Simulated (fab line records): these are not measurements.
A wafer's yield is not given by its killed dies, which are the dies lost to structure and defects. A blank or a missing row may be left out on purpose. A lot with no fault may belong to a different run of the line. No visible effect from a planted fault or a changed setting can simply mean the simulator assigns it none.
Split-lot trial ; flow ritCmos ; 23 wafers read from 5 lots, route of 202 steps

## THE SPLIT
At RIT_NLDD_IMPLANT_08, the setting doseCm2 was moved away from the recipe's 5e+14 on 10 of the 23 wafers read, by -2.0% to +6.0%. This setting was run at the recipe's value on the other wafers.

## FROM THE SPLIT TO THE READING: what the file shows between them, 11 steps
- RIT_NLDD_STRIP_09: strips in O2, time 180 s
- RIT_NLDD_TW_MEAS_10
- RIT_SPACER_CVD_03: deposits Si3N4 from SiH2Cl2/NH3, target thk 250 nm, time 3300 s (also split here: nh3FlowSccm)
- RIT_NSD_SOFTBAKE_02: time 60 s (also split here: tempC)
- RIT_PSD_IMPLANT_08 (also split here: doseCm2)
- RIT_PSD_STRIP_09: strips in O2, time 180 s
- RIT_SDANNEAL_CLEAN_00: cleans in SC1, time 600 s
- RIT_SDANNEAL_CLEAN_01: cleans in dHF, time 30 s
- RIT_SDANNEAL_CLEAN_02: cleans in SC2, time 600 s
- RIT_SDANNEAL_RTA_03: time 5 s
- RIT_SDANNEAL_RS_MEAS_04: measures by four-point-probe

## THE READING
Measured at RIT_SDANNEAL_RS_MEAS_07 by four-point probe: NLDD_RS, in ohm/sq. Typical for fault-free wafers on this fab line: 151.4 ohm/sq, with standard deviation 0.54 ohm/sq.

wafer;tool, chamber at the split;doseCm2 as run;against the recipe;NLDD_RS, ohm/sq;against lot-mates on the recipe
L080.2;implanter-01, 0;5e+14;recipe;151.7;-
L080.3;implanter-01, 0;5e+14;recipe;151.4;-
L080.4;implanter-01, 0;5e+14;recipe;152.4;-
L080.5;implanter-01, 0;4.9e+14;-2.0%;154.8;+3.0
L080.6;implanter-01, 0;4.9e+14;-2.0%;154.4;+2.6
L081.1;implanter-02, 0;5e+14;recipe;150.8;-
L081.2;implanter-02, 0;5.117e+14;+2.3%;147.7;-3.4
L081.3;implanter-02, 0;5.117e+14;+2.3%;148.1;-3.0
L081.5;implanter-02, 0;5e+14;recipe;151.3;-
L081.6;implanter-02, 0;5.117e+14;+2.3%;148.1;-3.0
L082.1;implanter-01, 0;5e+14;recipe;151.8;-
L082.3;implanter-01, 0;5e+14;recipe;151.6;-
L082.4;implanter-01, 0;5.302e+14;+6.0%;144.0;-7.7
L082.5;implanter-01, 0;5.302e+14;+6.0%;144.0;-7.7
L082.6;implanter-01, 0;5.302e+14;+6.0%;144.3;-7.4
L083.1;implanter-02, 0;5e+14;recipe;152.4;-
L083.3;implanter-02, 0;5e+14;recipe;152.5;-
L083.5;implanter-02, 0;5e+14;recipe;152.6;-
L085.1;implanter-02, 0;5e+14;recipe;151.0;-
L085.2;implanter-02, 0;5e+14;recipe;151.1;-
L085.3;implanter-02, 0;5e+14;recipe;151.1;-
L085.5;implanter-02, 0;5.141e+14;+2.8%;148.2;-2.9
L085.6;implanter-02, 0;5.141e+14;+2.8%;147.8;-3.3

FIT RESULTS
A straight line over all 23 wafers: NLDD_RS changes by -1.3 ohm/sq for each +1% of doseCm2; r = -0.98; the points scatter about the line by 0.57 ohm/sq.
The same after taking each lot's own level away (the mean of its wafers on the recipe; 23 wafers): -1.26 ohm/sq for each +1%; r = -1.00; scatter 0.28 ohm/sq.
Per that fit: largest doseCm2 move, reading shift of 7.6 ohm/sq.
The lots' own levels span 151.05 to 152.50 ohm/sq, that is 2.7 times the standard deviation above.
Hence the lot-to-lot level has little effect on the slope; both slopes agree.
Check: with one of the wafers moved furthest among these (+6.0%) left out of the fit, the line predicts -7.53 ohm/sq for it against its lot-mates. It came out at -7.7 ohm/sq against them.

## ADDITIONAL SPLITS CARRIED BY THESE WAFERS
These wafers also went through other splits before the reading. Each is held against what the fit with the lots' levels taken away leaves over:
other split on the same wafers;wafers away from the commonest value;r with NLDD_RS (lot level and that fit taken away)
RIT_SPACER_CVD_03 nh3FlowSccm;15;+0.16
RIT_NSD_SOFTBAKE_02 tempC;6;+0.00
RIT_PSD_IMPLANT_08 doseCm2;11;-0.52

## THE WHOLE CHAIN: every reading that the file lists as answering this split, in the file's order
step;what it does;reading;change (the file's fit);r (the file's)
RIT_NLDD_TW_MEAS_10;;NLDD_TW;+7.51 for each +1% of the setting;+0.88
RIT_SDANNEAL_RS_MEAS_07;measures by four-point-probe;NLDD_RS;-1.25 for each +1% of the setting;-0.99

## FILE'S OWN FIT
NLDD_RS changes by -1.25 ohm/sq for each +1% of doseCm2, r = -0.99.
